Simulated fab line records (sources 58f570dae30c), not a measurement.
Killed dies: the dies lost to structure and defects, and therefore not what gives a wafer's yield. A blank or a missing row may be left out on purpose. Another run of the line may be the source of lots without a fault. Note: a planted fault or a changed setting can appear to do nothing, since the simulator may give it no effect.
Split-lot study || flow berkeley cmos170 || 16 wafers read across 5 lots, on a route 331 steps long

THE SPLIT ITSELF
At UCB170_V1_CVD_00 (deposits SiO2 from TEOS/O2, target thk 2000 nm, time 250 s), the setting rf w was moved away from the recipe's 550 W on 5 of the 16 wafers read, by -11.8% to +11.1%. For the rest of the wafers, this setting stayed at what the recipe calls for.

The split's own step is where the reading is taken.

THE READING
SiO2_of_V1_CVD_00.thk nm (the simulator's own value, which no gauge read), in nm, at UCB170_V1_CVD_00 (deposits SiO2 from TEOS/O2, target thk 2000 nm, time 250 s). The file gives no usual value for it. The 11 wafers here that ran the recipe average 2006 nm, standard deviation 17 nm.

{"wafer": "L077.2", "tool, chamber at the split": "pecvd-01, 1", "rf w as run, W": 550, "against the recipe": "recipe", "SiO2_of_V1_CVD_00.thk nm, nm": 1997, "against lot-mates on the recipe": "-"}
{"wafer": "L077.5", "tool, chamber at the split": "pecvd-01, 1", "rf w as run, W": 610.8, "against the recipe": "+11.1%", "SiO2_of_V1_CVD_00.thk nm, nm": 2077, "against lot-mates on the recipe": "+66"}
{"wafer": "L077.6", "tool, chamber at the split": "pecvd-01, 2", "rf w as run, W": 550, "against the recipe": "recipe", "SiO2_of_V1_CVD_00.thk nm, nm": 2025, "against lot-mates on the recipe": "-"}
{"wafer": "L078.1", "tool, chamber at the split": "pecvd-04, 0", "rf w as run, W": 550, "against the recipe": "recipe", "SiO2_of_V1_CVD_00.thk nm, nm": 1989, "against lot-mates on the recipe": "-"}
{"wafer": "L078.3", "tool, chamber at the split": "pecvd-04, 1", "rf w as run, W": 550, "against the recipe": "recipe", "SiO2_of_V1_CVD_00.thk nm, nm": 1992, "against lot-mates on the recipe": "-"}
{"wafer": "L084.1", "tool, chamber at the split": "pecvd-01, 0", "rf w as run, W": 485.3, "against the recipe": "-11.8%", "SiO2_of_V1_CVD_00.thk nm, nm": 1916, "against lot-mates on the recipe": -110}
{"wafer": "L084.2", "tool, chamber at the split": "pecvd-01, 2", "rf w as run, W": 485.3, "against the recipe": "-11.8%", "SiO2_of_V1_CVD_00.thk nm, nm": 1907, "against lot-mates on the recipe": -120}
{"wafer": "L084.4", "tool, chamber at the split": "pecvd-01, 0", "rf w as run, W": 485.3, "against the recipe": "-11.8%", "SiO2_of_V1_CVD_00.thk nm, nm": 1974, "against lot-mates on the recipe": -52}
{"wafer": "L084.5", "tool, chamber at the split": "pecvd-01, 1", "rf w as run, W": 550, "against the recipe": "recipe", "SiO2_of_V1_CVD_00.thk nm, nm": 2024, "against lot-mates on the recipe": "-"}
{"wafer": "L084.6", "tool, chamber at the split": "pecvd-01, 2", "rf w as run, W": 550, "against the recipe": "recipe", "SiO2_of_V1_CVD_00.thk nm, nm": 2029, "against lot-mates on the recipe": "-"}
{"wafer": "L082.2", "tool, chamber at the split": "pecvd-01, 1", "rf w as run, W": 550, "against the recipe": "recipe", "SiO2_of_V1_CVD_00.thk nm, nm": 1977, "against lot-mates on the recipe": "-"}
{"wafer": "L082.4", "tool, chamber at the split": "pecvd-01, 2", "rf w as run, W": 550, "against the recipe": "recipe", "SiO2_of_V1_CVD_00.thk nm, nm": 1995, "against lot-mates on the recipe": "-"}
{"wafer": "L082.5", "tool, chamber at the split": "pecvd-01, 0", "rf w as run, W": 550, "against the recipe": "recipe", "SiO2_of_V1_CVD_00.thk nm, nm": 2025, "against lot-mates on the recipe": "-"}
{"wafer": "L083.3", "tool, chamber at the split": "pecvd-04, 2", "rf w as run, W": 523.9, "against the recipe": "-4.7%", "SiO2_of_V1_CVD_00.thk nm, nm": 1980, "against lot-mates on the recipe": -29}
{"wafer": "L083.5", "tool, chamber at the split": "pecvd-04, 2", "rf w as run, W": 550, "against the recipe": "recipe", "SiO2_of_V1_CVD_00.thk nm, nm": 2018, "against lot-mates on the recipe": "-"}
{"wafer": "L083.6", "tool, chamber at the split": "pecvd-04, 2", "rf w as run, W": 550, "against the recipe": "recipe", "SiO2_of_V1_CVD_00.thk nm, nm": 2000, "against lot-mates on the recipe": "-"}

FIT RESULTS
A straight line over all 16 wafers: SiO2_of_V1_CVD_00.thk nm changes by +6.3 nm for each +1% of rf w; r = +0.88; the points scatter about the line by 21 nm.
The same after taking each lot's own level away (the mean of its wafers on the recipe; 16 wafers): +7.38 nm for each +1%; r = +0.92; scatter 18 nm.
That fit puts the effect of the largest move of rf w on the reading at 87 nm.
The lots' own levels span 1990.5 to 2026.5 nm, that is 2.1 times the standard deviation above.
So the slope is not independent of the lot-to-lot level: the two fits are not the same.
Check: -81.3 nm against its lot-mates is what the line predicts for one of the wafers moved furthest among these (-11.8%) when that wafer is left out of the fit. Against them it came out at -110 nm.

THESE WAFERS: OTHER SPLITS
Other splits were also applied to these wafers ahead of the reading. Each is held against what the fit with the lots' levels taken away leaves over:
{"other split on the same wafers": "UCB170_NSD_IMPLANT_08 energy kev", "wafers away from the commonest value": 7, "r with SiO2_of_V1_CVD_00.thk nm (lot level and that fit taken away)": -0.06}
{"other split on the same wafers": "UCB170_BACKSIDE_HMDS_00 prime time s", "wafers away from the commonest value": 1, "r with SiO2_of_V1_CVD_00.thk nm (lot level and that fit taken away)": "+0.20"}
{"other split on the same wafers": "UCB170_CONTACT_COAT_10 resist thk nm", "wafers away from the commonest value": 8, "r with SiO2_of_V1_CVD_00.thk nm (lot level and that fit taken away)": "+0.01"}
{"other split on the same wafers": "UCB170_M1_SPUTTER_00 power w", "wafers away from the commonest value": 5, "r with SiO2_of_V1_CVD_00.thk nm (lot level and that fit taken away)": -0.14}
{"other split on the same wafers": "UCB170_M1_EXPOSE_06 dose mj", "wafers away from the commonest value": 5, "r with SiO2_of_V1_CVD_00.thk nm (lot level and that fit taken away)": "+0.29"}

FILE'S OWN FIT
SiO2_of_V1_CVD_00.thk nm changes by +7.27 nm for each +1% of rf w, r = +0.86.
